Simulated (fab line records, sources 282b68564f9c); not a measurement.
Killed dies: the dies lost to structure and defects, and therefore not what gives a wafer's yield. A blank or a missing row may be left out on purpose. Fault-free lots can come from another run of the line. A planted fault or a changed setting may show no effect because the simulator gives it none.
The tool behind it: which one? || flow rit_cmos || Sampling: 14 lots, 42 wafers, 2 of 202 route steps

WHAT THE GAUGES SHOWED, per wafer
Not one reading of a measure or inspect step in the record can be checked against a usual standard deviation.

TOOL THAT RAN EACH LOT (tool first, then ch and the chambers of the sampled wafers, then the start)
{"lot": "L620", "RIT_SILICIDE_RTA_06": "rtp_anneal-02 ch 0, day 3 02:25", "RIT_M1_PROBE_99": "-"}
{"lot": "L621", "RIT_SILICIDE_RTA_06": "rtp_anneal-01 ch 0, day 3 08:02", "RIT_M1_PROBE_99": "-"}
{"lot": "L622", "RIT_SILICIDE_RTA_06": "rtp_anneal-02 ch 0, day 3 14:05", "RIT_M1_PROBE_99": "-"}
{"lot": "L623", "RIT_SILICIDE_RTA_06": "rtp_anneal-01 ch 0, day 3 18:52", "RIT_M1_PROBE_99": "-"}
{"lot": "L624", "RIT_SILICIDE_RTA_06": "rtp_anneal-02 ch 0, day 4 01:22", "RIT_M1_PROBE_99": "-"}
{"lot": "L625", "RIT_SILICIDE_RTA_06": "rtp_anneal-01 ch 0, day 4 04:14", "RIT_M1_PROBE_99": "-"}
{"lot": "L626", "RIT_SILICIDE_RTA_06": "rtp_anneal-02 ch 0, day 4 08:29", "RIT_M1_PROBE_99": "-"}
{"lot": "L627", "RIT_SILICIDE_RTA_06": "rtp_anneal-01 ch 0, day 4 16:16", "RIT_M1_PROBE_99": "-"}
{"lot": "L630", "RIT_SILICIDE_RTA_06": "rtp_anneal-02 ch 0, day 5 05:10", "RIT_M1_PROBE_99": "-"}
{"lot": "L633", "RIT_SILICIDE_RTA_06": "rtp_anneal-01 ch 0, day 5 19:23", "RIT_M1_PROBE_99": "-"}
{"lot": "L635", "RIT_SILICIDE_RTA_06": "rtp_anneal-01 ch 0, day 6 08:33", "RIT_M1_PROBE_99": "-"}
{"lot": "L639", "RIT_SILICIDE_RTA_06": "rtp_anneal-02 ch 0, day 7 02:57", "RIT_M1_PROBE_99": "-"}
{"lot": "L641", "RIT_SILICIDE_RTA_06": "rtp_anneal-02 ch 0, day 7 15:19", "RIT_M1_PROBE_99": "-"}
{"lot": "L643", "RIT_SILICIDE_RTA_06": "rtp_anneal-02 ch 0, day 8 04:17", "RIT_M1_PROBE_99": "prober-01, day 8 10:41"}
- RIT_SILICIDE_RTA_06: time 10 s, ramp up 5 s, ramp down 10 s.
- RIT_M1_PROBE_99

WHAT THE TOOLS THEMSELVES READ (means of the sampled wafers that have a number; where no wafer has one, the mark that the record gives instead)
RIT_SILICIDE_RTA_06.
{"lot": "L620", "tool": "rtp_anneal-02", "wafer_temp_C_max": 752.5}
{"lot": "L621", "tool": "rtp_anneal-01", "wafer_temp_C_max": 753.1}
{"lot": "L622", "tool": "rtp_anneal-02", "wafer_temp_C_max": 752.8}
{"lot": "L623", "tool": "rtp_anneal-01", "wafer_temp_C_max": 753.3}
{"lot": "L624", "tool": "rtp_anneal-02", "wafer_temp_C_max": 754.0}
{"lot": "L625", "tool": "rtp_anneal-01", "wafer_temp_C_max": 754.0}
{"lot": "L626", "tool": "rtp_anneal-02", "wafer_temp_C_max": 752.6}
{"lot": "L627", "tool": "rtp_anneal-01", "wafer_temp_C_max": 753.7}
{"lot": "L630", "tool": "rtp_anneal-02", "wafer_temp_C_max": 752.5}
{"lot": "L633", "tool": "rtp_anneal-01", "wafer_temp_C_max": 644.0}
{"lot": "L635", "tool": "rtp_anneal-01", "wafer_temp_C_max": 643.2}
{"lot": "L639", "tool": "rtp_anneal-02", "wafer_temp_C_max": 752.7}
{"lot": "L641", "tool": "rtp_anneal-02", "wafer_temp_C_max": 752.7}
{"lot": "L643", "tool": "rtp_anneal-02", "wafer_temp_C_max": 753.3}

RIT_M1_PROBE_99.
{"lot": "L643", "tool": "prober-01", "killed_at_M0_to_M3": 0.0, "killed_at_contacts": 0.0, "killed_at_front_end": 7.3, "killed_dies": 7.3, "killed_open": 3.7, "killed_short": 3.7}

THE ANSWER, worked out from the rows above alone
Rule: the lots themselves supply what counts as usual. Put in order of their means at a reading, lots are off if they are a third of the lots or fewer, leave a main group of 4 or more, and stand apart from it by a gap of 3 or more times the standard deviation of the main group's means; of several such gaps the widest counts. A main group is skipped when, at the precision printed for the reading in the tables above, its means are all equal. Also off: a lot with no number at a reading for which 4 or more lots have one. Where the step has rows for the other lots, those lots are counted as sound. Order of review: gauges by route order, followed by the tools' own readings, for which a lot's mean as printed above is used. The first step at which some lot is off is used, and at that step the reading that is off furthest; a lot without a number counts as furthest.
Off: L633, L635 (RIT_SILICIDE_RTA_06, wafer_temp_C_max). For the main group the mean is 753.1 and the standard deviation 0.54.
A tool fits if, at that step or a process step before it, it ran every lot that is off, and no sound lot after the first of them. One candidate fits, namely rtp_anneal-01 at RIT_SILICIDE_RTA_06. Its last sound lot is L627 (day 4 16:16), its first lot that is off L633 (day 5 19:23): a fault that began between those two fits.
On the lots that are off, the tool's own readings at RIT_SILICIDE_RTA_06 differ by more than 5 times the standard deviation of the sound lots' means, which bears it out; wafer_temp_C_max reads 643.6 there versus 753.1 on the sound lots.

WHAT THE SIMULATOR HAD PUT IN
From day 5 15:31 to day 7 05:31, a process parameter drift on rtp_anneal-01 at RIT_SILICIDE_RTA_06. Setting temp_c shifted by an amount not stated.
Lots struck among those shown: L633, L635. The rule given above showed the same thing.
